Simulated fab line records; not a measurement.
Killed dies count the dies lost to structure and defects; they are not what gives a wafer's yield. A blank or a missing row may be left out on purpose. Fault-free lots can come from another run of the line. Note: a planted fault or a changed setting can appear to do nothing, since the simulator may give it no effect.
The same fault as seen by 2 desks -- flow rit cmos -- what lay behind the numbers comes last; until then each desk has only its own

== FROM THE METROLOGY DESK ==
What the gauges read, lot by lot, whatever tool the lot ran on: means of the sampled wafers that have a number. Marked OUT: a lot whose mean sits more than 4 standard deviations from the usual mean, which makes it out of limits; the brackets give that distance.
Columns: A = SPACER_NITRIDE_THK at RIT_SPACER_THK_MEAS_04, usual 249.4 nm; B = cd nm at RIT_CONTACT_CD_MEAS_90, usual 1000.3 nm
lot,first seen here,A,B
L427,day 2 22:55,247.7,1002.2
L428,day 3 06:51,248.2,1004.4
L436,day 4 23:27,247.2,997.3
L437,day 5 02:48,250.4,1002.6
L439,day 5 10:45,248.5,999.4
L440,day 5 15:25,247.9,998.4
L443,day 6 05:02,254.0,1000.4
L444,day 6 11:35,252.6,999.4
L448,day 7 07:38,248.9,1000.2
L449,day 7 11:27,245.1,1003.2
This desk's verdict: no lot among the 10 shows anything out of limits.

== DESK OF THE TOOL OWNER: rie diel-02 ==
The tool's own readings at RIT_CONTACT_ETCH_11 (etches SiO2 in CHF3/CF4/Ar, stops on TiSi2, target depth 480 nm, time 320 s): means of the sampled wafers that have a number, for each lot that ran on this tool. Marked OUT: a lot whose mean sits more than 4 standard deviations from the usual mean, which makes it out of limits; the brackets give that distance.
Columns: A = drypump motor current A at RIT_CONTACT_ETCH_11, usual 5.9 A; B = oes product au at RIT_CONTACT_ETCH_11, usual 0.989 a.u.; C = throttle valve pct at RIT_CONTACT_ETCH_11, usual 8.86 %
lot,first seen here,A,B,C
L427,day 3 05:31,6.0,0.998,8.85
L436,day 5 06:01,6.0,0.990,8.90
L437,day 5 08:47,5.9,0.991,8.85
This desk's verdict: no lot among the 3 shows anything out of limits.

== TAKEN TOGETHER ==
The metrology desk saw nothing out of limits.
The tool owner's desk saw nothing out of limits.

== WHAT THE SIMULATOR HAD PUT IN ==
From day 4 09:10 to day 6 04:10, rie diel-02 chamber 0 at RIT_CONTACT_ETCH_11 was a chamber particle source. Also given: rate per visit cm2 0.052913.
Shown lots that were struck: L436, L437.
